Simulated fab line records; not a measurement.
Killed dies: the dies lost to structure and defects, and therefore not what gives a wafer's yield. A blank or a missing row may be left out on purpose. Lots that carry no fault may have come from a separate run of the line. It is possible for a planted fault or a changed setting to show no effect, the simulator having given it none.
Struck lot and sound lot, side by side :: flow rit-cmos :: 40 steps out of a route of 202
Sound: these wafers, L433.1, L433.2, L433.5. Struck: wafers L434.1, L434.2, L434.5. The cause comes at the end.
Order at every step that has rows: each side's tool, ch and its chambers, its first start. Under that, the readings that differ: sound wafers :: struck wafers :: difference of the means :: sigmas: that difference in standard deviations of wafers without a fault.
alike: a reading whose means differ by less than 2 such deviations, as well as words and numbers matching on both sides. not compared: withheld readings; readings where some wafer has no value; bounds like >300 that might hide an equal value; numbers whose values overlap and for which the record gives no deviation.
A row with sigmas, a row that says differs or no value, or rows on one side alone: a step with any of these is where the two part. Numbers that don't overlap but have no deviation are shown without sigmas and don't part them. A reading that every wafer of one side lacks parts them only if that side has two wafers or more.

first, 2 steps without rows for these wafers: RIT_FOX2_CLEAN_02 (cleans in dHF, time 176.3 s); RIT_FOX2_WET_ETCH_03 (etches Si3N4 in H3PO4, target depth 195 nm, time 2700 s).
RIT_FOX2_THK_MEAS_90:
  sound on film-metro-02, day 3 03:37; struck on film-metro-03, day 3 07:29
  alike: FIELD_OXIDE_LEFT_1_THK
then, 6 steps without rows for these wafers: RIT_NWELL_HMDS_00 (prime time 60 s); RIT_NWELL_COAT_01 (resist thk 1300 nm); RIT_NWELL_SOFTBAKE_02 (time 60 s); RIT_NWELL_EXPOSE_03 (exposes mask M2, target cd 43900 nm); RIT_NWELL_PEB_04; RIT_NWELL_DEVELOP_05 (develop time 68 s).
RIT_NWELL_OVL_MEAS_06:
  sound on overlay-02, day 3 04:34; struck on overlay-02, day 3 08:33
  alike: NWELL_OVL
then, 2 steps without rows for these wafers: RIT_NWELL_HARDBAKE_07 (time 120 s); RIT_NWELL_IMPLANT_08.
RIT_NWELL_STRIP_09: strips in O2, time 180 s.
  sound on plasma-asher-02 ch 0,1, day 3 04:59; struck on plasma-asher-01 ch 0,1, day 3 08:59
reading: run-length-s (s)
sound: 208.5 208.5 208.4
struck: 72.6 72.2 72.1
difference: -136.2
sigmas: -99 or more

reading: model.NOVOLAK_of_NWELL_COAT_01.thk-nm (nm)
sound: 0 0 0
struck: 337.8 335.9 336.8
difference: +336.8
sigmas: 
  alike: drypump-motor-current-A
  not compared: rf-hours-counter-h
RIT_NWELL_TW_MEAS_10:
  sound on film-metro-04, day 3 05:10; struck on film-metro-04, day 3 09:10
  alike: NWELL_TW
then, 6 steps without rows for these wafers: RIT_PWELL_HMDS_00 (prime time 60 s); RIT_PWELL_COAT_01 (resist thk 1300 nm); RIT_PWELL_SOFTBAKE_02 (time 60 s); RIT_PWELL_EXPOSE_03 (exposes mask M3, target cd 43700 nm); RIT_PWELL_PEB_04; RIT_PWELL_DEVELOP_05 (develop time 68 s).
RIT_PWELL_OVL_MEAS_06:
  sound on overlay-01, day 3 06:18; struck on overlay-01, day 3 10:06
  alike: PWELL_OVL
then, 2 steps without rows for these wafers: RIT_PWELL_HARDBAKE_07 (time 120 s); RIT_PWELL_IMPLANT_08.
RIT_PWELL_STRIP_09: strips in O2, time 180 s.
  sound on plasma-asher-02 ch 0,1, day 3 06:44; struck on plasma-asher-02 ch 0,1, day 3 10:32
  alike: drypump-motor-current-A, run-length-s
  not compared: rf-hours-counter-h
RIT_PWELL_TW_MEAS_10:
  sound on film-metro-01, day 3 06:55; struck on film-metro-04, day 3 10:43
  alike: PWELL_TW
then, 1 step without rows for these wafers: RIT_WELLDRIVE_ANNEAL_00 (time 14700 s).
RIT_WELLDRIVE_RS_MEAS_01: the measuring method here is four-point-probe.
  sound on film-metro-04, day 3 12:04; struck on film-metro-04, day 3 15:51
  alike: NWELL_RS
RIT_WELLDRIVE_RS_MEAS_02: the measuring method here is four-point-probe.
  sound on film-metro-04, day 3 12:11; struck on film-metro-04, day 3 15:58
  alike: PWELL_RS
then, 6 steps without rows for these wafers: RIT_NRETRO_HMDS_00 (prime time 60 s); RIT_NRETRO_COAT_01 (resist thk 1300 nm); RIT_NRETRO_SOFTBAKE_02 (time 60 s); RIT_NRETRO_EXPOSE_03 (exposes mask M4, target cd 43900 nm); RIT_NRETRO_PEB_04; RIT_NRETRO_DEVELOP_05 (develop time 68 s).
RIT_NRETRO_OVL_MEAS_06:
  sound on overlay-01, day 3 13:19; struck on overlay-02, day 3 17:04
  alike: NRETRO_OVL
then, 2 steps without rows for these wafers: RIT_NRETRO_HARDBAKE_07 (time 120 s); RIT_NRETRO_IMPLANT_08.
RIT_NRETRO_STRIP_09: strips in O2, time 180 s.
  sound on plasma-asher-04 ch 0,1, day 3 13:44; struck on plasma-asher-02 ch 0,1, day 3 17:29
  alike: drypump-motor-current-A, run-length-s
  not compared: rf-hours-counter-h
RIT_NRETRO_TW_MEAS_10:
  sound on film-metro-02, day 3 13:55; struck on film-metro-02, day 3 17:53
reading: NRETRO_TW
sound: 1044 1042 1041
struck: 30 30 30
difference: -1012
sigmas: -99 or more
  not compared: hold
RIT_M1_PROBE_99:
  the record holds rows for the sound wafers here (prober-01, day 4 17:35) but none for the struck ones

WHERE THEY PART
Last at RIT_M1_PROBE_99 as far as this record goes, first at RIT_NWELL_STRIP_09.

WHY: whatever the simulator had introduced
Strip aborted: plasma-asher-01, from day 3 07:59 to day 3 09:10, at RIT_NWELL_STRIP_09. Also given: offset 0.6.
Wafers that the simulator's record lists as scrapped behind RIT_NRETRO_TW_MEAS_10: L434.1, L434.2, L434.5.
